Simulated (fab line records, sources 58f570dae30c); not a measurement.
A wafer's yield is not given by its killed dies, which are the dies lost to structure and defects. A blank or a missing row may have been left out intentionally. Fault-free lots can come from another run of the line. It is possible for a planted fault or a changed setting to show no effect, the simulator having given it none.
Which of the tools did it? + flow berkeley cmos170 + 14 lots with 42 wafers sampled at 4 steps, on a route of 331 steps

## WHAT EACH GAUGE READ, for each wafer
UCB170_START_BOW_MEAS_00.
| lot  | measured    | on            | INCOMING_BOW (um) |
|------|-------------|---------------|-------------------|
| L331 | day 2 01:00 | film metro-04 | 11 -3 5           |
| L332 | day 2 06:02 | film metro-02 | -4 -5 2           |
| L333 | day 2 11:00 | film metro-04 | -1 7 7            |
| L334 | day 2 16:00 | film metro-02 | -8 1 -4           |
| L336 | day 3 02:01 | film metro-04 | -2 -5 4           |
| L337 | day 3 07:00 | film metro-01 | -10 -8 -5         |
| L338 | day 3 12:00 | film metro-02 | 3 12 -5           |
| L339 | day 3 17:00 | film metro-04 | -8 -5 2           |
| L343 | day 4 13:00 | film metro-02 | -8 1 12           |
| L345 | day 4 23:01 | film metro-01 | -10 4 3           |
| L346 | day 5 04:00 | film metro-01 | -2 -15 9          |
| L349 | day 5 19:00 | film metro-04 | 3 -6 4            |
| L350 | day 6 00:00 | film metro-01 | 0 12 3            |
| L351 | day 6 05:01 | film metro-01 | 16 7 -7           |

UCB170_FIELD_THK_MEAS_90.
| lot  | measured    | on            | FIELD_OXIDE_LEFT_1_THK (nm) |
|------|-------------|---------------|-----------------------------|
| L331 | day 5 19:57 | film metro-01 | 444 452 445                 |
| L332 | day 5 19:58 | film metro-03 | 445 442 445                 |
| L333 | day 5 23:56 | film metro-03 | 450 447 444                 |
| L334 | day 6 12:59 | film metro-01 | 432 431 437                 |
| L336 | day 7 01:26 | film metro-04 | 437 432 443                 |
| L337 | day 7 01:25 | film metro-01 | 441 433 442                 |
| L338 | day 7 01:29 | film metro-04 | 429 432 430                 |
| L339 | day 7 15:13 | film metro-01 | 447 445 447                 |
| L343 | day 8 11:10 | film metro-03 | 457 446 436                 |
| L349 | day 9 13:21 | film metro-01 | 454 444 442                 |
| L350 | day 9 13:21 | film metro-04 | 429 429 422                 |
| L351 | day 9 13:25 | film metro-01 | 437 437 446                 |

UCB170_NVT_OVL_MEAS_06.
| lot  | measured     | on         | NVT_OVL (nm) |
|------|--------------|------------|--------------|
| L331 | day 6 11:44  | overlay-01 | -6 5 0       |
| L332 | day 6 12:01  | overlay-02 | -6 2 -3      |
| L333 | day 6 19:28  | overlay-02 | -3 -11 -6    |
| L334 | day 7 10:53  | overlay-01 | 8 -3 2       |
| L336 | day 7 17:05  | overlay-02 | 5 5 2        |
| L337 | day 7 16:48  | overlay-01 | 5 5 7        |
| L338 | day 7 17:19  | overlay-01 | 3 3 -1       |
| L339 | day 8 05:53  | overlay-02 | 6 11 5       |
| L343 | day 8 23:16  | overlay-02 | 7 -4 -3      |
| L349 | day 10 00:13 | overlay-01 | -4 -6 -1     |
| L350 | day 9 23:59  | overlay-02 | -8 -6 -3     |
| L351 | day 10 00:46 | overlay-02 | 0 8 2        |

## TOOL THAT RAN EACH LOT (tool first, then ch and the chambers of the sampled wafers, then the start)
| lot  | UCB170_FIELD_OXIDATION_01    |
|------|------------------------------|
| L331 | furnace-02 ch 0, day 5 07:32 |
| L332 | furnace-02 ch 0, day 5 07:32 |
| L333 | furnace-02 ch 0, day 5 13:08 |
| L334 | furnace-01 ch 0, day 6 00:56 |
| L336 | furnace-02 ch 0, day 6 14:15 |
| L337 | furnace-02 ch 0, day 6 14:15 |
| L338 | furnace-02 ch 0, day 6 14:15 |
| L339 | furnace-01 ch 0, day 7 04:34 |
| L343 | furnace-03 ch 0, day 8 00:27 |
| L345 | furnace-02, day 8 06:50      |
| L346 | furnace-02, day 8 06:50      |
| L349 | furnace-02 ch 0, day 9 01:02 |
| L350 | furnace-02 ch 0, day 9 01:02 |
| L351 | furnace-02 ch 0, day 9 01:02 |
- UCB170_FIELD_OXIDATION_01: target thk 558.3 nm, ox time 7200 s.

## WHAT THE TOOLS THEMSELVES READ (means of the sampled wafers that have a number; where no wafer has one, the mark that the record gives instead)
UCB170_FIELD_OXIDATION_01.
| lot  | tool       | ox temp c (C) | ox temp c max |
|------|------------|---------------|---------------|
| L331 | furnace-02 | 1000.1        | 1003.8        |
| L332 | furnace-02 | 999.4         | 1002.9        |
| L333 | furnace-02 | 999.9         | 1003.1        |
| L334 | furnace-01 | 1000.1        | 1004.3        |
| L336 | furnace-02 | 1000.3        | 1003.6        |
| L337 | furnace-02 | 1000.1        | 1003.3        |
| L338 | furnace-02 | 999.9         | 1003.3        |
| L339 | furnace-01 | 1000.5        | 1005.3        |
| L343 | furnace-03 | 999.5         | 1005.5        |
| L345 | furnace-02 | -             | -             |
| L346 | furnace-02 | -             | -             |
| L349 | furnace-02 | 999.9         | 1003.6        |
| L350 | furnace-02 | 1000.1        | 1003.1        |
| L351 | furnace-02 | 999.9         | 1003.6        |

## THE ANSWER, worked out from the rows above alone
Rule: usual is defined by the lots themselves. Put in order of their means at a reading, lots are off if they are a third of the lots or fewer, leave a main group of 4 or more, and stand apart from it by a gap of 3 or more times the standard deviation of the main group's means; of several such gaps the widest counts. The tables above print the reading to a certain number of digits; a main group whose means all agree to those digits is not used. A lot without any number at a reading at which 4 lots or more have one is off too. All remaining lots with rows at the step are treated as sound. Order of review: gauges by route order, followed by the tools' own readings, for which a lot's mean as printed above is used. At the first step where some lot is off, the reading lying furthest off is the one used; lots without a number count as furthest.
Off, at UCB170_FIELD_OXIDATION_01 on ox temp c: L345, L346. Without a number there: L345, L346. For the main group the mean is 1000.0 C and the standard deviation 0.29.
If a tool, at that step or one of the process steps before it, ran each lot that is off and ran no sound lot following the first of them, it fits. Of those tried, none fits.

## WHAT THE SIMULATOR HAD PUT IN
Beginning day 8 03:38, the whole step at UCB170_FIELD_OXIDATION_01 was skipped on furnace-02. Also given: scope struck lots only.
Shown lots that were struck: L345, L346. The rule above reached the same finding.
